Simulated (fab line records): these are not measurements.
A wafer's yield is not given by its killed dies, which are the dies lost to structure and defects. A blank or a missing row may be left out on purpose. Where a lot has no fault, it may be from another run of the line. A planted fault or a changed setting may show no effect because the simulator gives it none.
Which of the tools did it? :: flow berkeley-cmos170 :: Sampling: 13 lots, 39 wafers, 3 of 331 route steps

WHAT EACH GAUGE READ, for each wafer
UCB170_PFIELD_TW_MEAS_09.
lot: L656
measured: day 5 21:50
on: film-metro-01
PFIELD_TW: 607 607 604

lot: L658
measured: day 6 06:22
on: film-metro-03
PFIELD_TW: 604 603 606

lot: L657
measured: day 6 06:37
on: film-metro-02
PFIELD_TW: 605 604 604

lot: L659
measured: day 6 15:35
on: film-metro-02
PFIELD_TW: 604 606 601

lot: L660
measured: day 7 04:57
on: film-metro-01
PFIELD_TW: 601 601 601

lot: L672
measured: day 8 17:32
on: film-metro-02
PFIELD_TW: 604 604 605

lot: L673
measured: day 8 17:42
on: film-metro-01
PFIELD_TW: 607 607 604

lot: L674
measured: day 8 18:05
on: film-metro-01
PFIELD_TW: 601 604 605

lot: L675
measured: day 9 04:11
on: film-metro-01
PFIELD_TW: 603 603 602

lot: L676
measured: day 9 04:27
on: film-metro-02
PFIELD_TW: 607 606 606

lot: L677
measured: day 9 16:55
on: film-metro-02
PFIELD_TW: 606 607 606

lot: L678
measured: day 10 02:16
on: film-metro-01
PFIELD_TW: 605 603 604

lot: L679
measured: day 10 06:38
on: film-metro-02
PFIELD_TW: 602 607 607

UCB170_NVT_OVL_MEAS_06.
lot: L656
measured: day 7 12:01
on: overlay-01
NVT_OVL (nm): 5 -2 5

lot: L658
measured: day 7 18:48
on: overlay-01
NVT_OVL (nm): 0 5 -6

lot: L657
measured: day 7 18:53
on: overlay-01
NVT_OVL (nm): 3 9 1

lot: L659
measured: day 8 04:03
on: overlay-02
NVT_OVL (nm): -6 -11 -7

lot: L660
measured: day 8 21:37
on: overlay-02
NVT_OVL (nm): 0 2 3

lot: L672
measured: day 10 15:01
on: overlay-02
NVT_OVL (nm): 1 0 4

lot: L673
measured: day 10 14:44
on: overlay-01
NVT_OVL (nm): 3 -2 -5

lot: L674
measured: day 10 14:28
on: overlay-02
NVT_OVL (nm): 9 4 7

lot: L675
measured: day 10 22:28
on: overlay-02
NVT_OVL (nm): 8 6 6

lot: L676
measured: day 10 22:37
on: overlay-01
NVT_OVL (nm): 0 -5 3

lot: L677
measured: day 11 04:38
on: overlay-02
NVT_OVL (nm): 5 2 -7

lot: L678
measured: day 11 20:01
on: overlay-01
NVT_OVL (nm): 8 16 15

lot: L679
measured: day 11 19:28
on: overlay-01
NVT_OVL (nm): 9 12 9

TOOL THAT RAN EACH LOT (tool first, then ch and the chambers of the sampled wafers, then the start)
lot: L656
UCB170_PFIELD_EXPOSE_03: krf-scanner-02 ch 0, day 5 20:58

lot: L658
UCB170_PFIELD_EXPOSE_03: krf-scanner-02 ch 0, day 6 05:41

lot: L657
UCB170_PFIELD_EXPOSE_03: krf-scanner-01 ch 0, day 6 05:55

lot: L659
UCB170_PFIELD_EXPOSE_03: krf-scanner-02 ch 0, day 6 14:55

lot: L660
UCB170_PFIELD_EXPOSE_03: krf-scanner-02 ch 0, day 7 04:08

lot: L672
UCB170_PFIELD_EXPOSE_03: krf-scanner-02 ch 0, day 8 16:24

lot: L673
UCB170_PFIELD_EXPOSE_03: krf-scanner-02 ch 0, day 8 16:40

lot: L674
UCB170_PFIELD_EXPOSE_03: krf-scanner-02 ch 0, day 8 17:06

lot: L675
UCB170_PFIELD_EXPOSE_03: krf-scanner-01 ch 0, day 9 03:31

lot: L676
UCB170_PFIELD_EXPOSE_03: krf-scanner-01 ch 0, day 9 03:38

lot: L677
UCB170_PFIELD_EXPOSE_03: krf-scanner-01 ch 0, day 9 16:04

lot: L678
UCB170_PFIELD_EXPOSE_03: krf-scanner-01 ch 0, day 10 00:49

lot: L679
UCB170_PFIELD_EXPOSE_03: krf-scanner-02 ch 0, day 10 05:57
- UCB170_PFIELD_EXPOSE_03: exposes mask PFIELD, target cd 1500 nm.

WHAT THE TOOLS THEMSELVES READ (means of the sampled wafers that have a number; where no wafer has one, the mark that the record gives instead)
UCB170_PFIELD_EXPOSE_03.
lot: L656
tool: krf-scanner-02
reticle-temp-C (C): 22.92

lot: L658
tool: krf-scanner-02
reticle-temp-C (C): 22.98

lot: L657
tool: krf-scanner-01
reticle-temp-C (C): 22.93

lot: L659
tool: krf-scanner-02
reticle-temp-C (C): 22.90

lot: L660
tool: krf-scanner-02
reticle-temp-C (C): 22.92

lot: L672
tool: krf-scanner-02
reticle-temp-C (C): 22.90

lot: L673
tool: krf-scanner-02
reticle-temp-C (C): 23.13

lot: L674
tool: krf-scanner-02
reticle-temp-C (C): 23.07

lot: L675
tool: krf-scanner-01
reticle-temp-C (C): 23.07

lot: L676
tool: krf-scanner-01
reticle-temp-C (C): 22.96

lot: L677
tool: krf-scanner-01
reticle-temp-C (C): 22.99

lot: L678
tool: krf-scanner-01
reticle-temp-C (C): 23.01

lot: L679
tool: krf-scanner-02
reticle-temp-C (C): 22.90

THE ANSWER, worked out from the rows above alone
Rule: the usual values come from the lots themselves. The widest of any qualifying gaps counts: lots, ordered by their means at a reading, are off when they make up no more than a third of the lots, leave a main group of 4 or more, and stand apart from it by 3 or more times the standard deviation of that group's means. A main group whose means are all the same, to the digits that the tables above print for the reading, isn't used. A lot without any number at a reading at which 4 lots or more have one is off too. Where the step has rows for the other lots, those lots are counted as sound. The gauges are gone through in route order, then the tools' own readings, and for those a lot's mean is taken as printed above. The first step at which some lot is off is used, and at that step the reading that is off furthest; a lot without a number counts as furthest.
None of the lots is off at any reading shown; this tells nothing.

WHAT HAD BEEN PUT IN BY THE SIMULATOR
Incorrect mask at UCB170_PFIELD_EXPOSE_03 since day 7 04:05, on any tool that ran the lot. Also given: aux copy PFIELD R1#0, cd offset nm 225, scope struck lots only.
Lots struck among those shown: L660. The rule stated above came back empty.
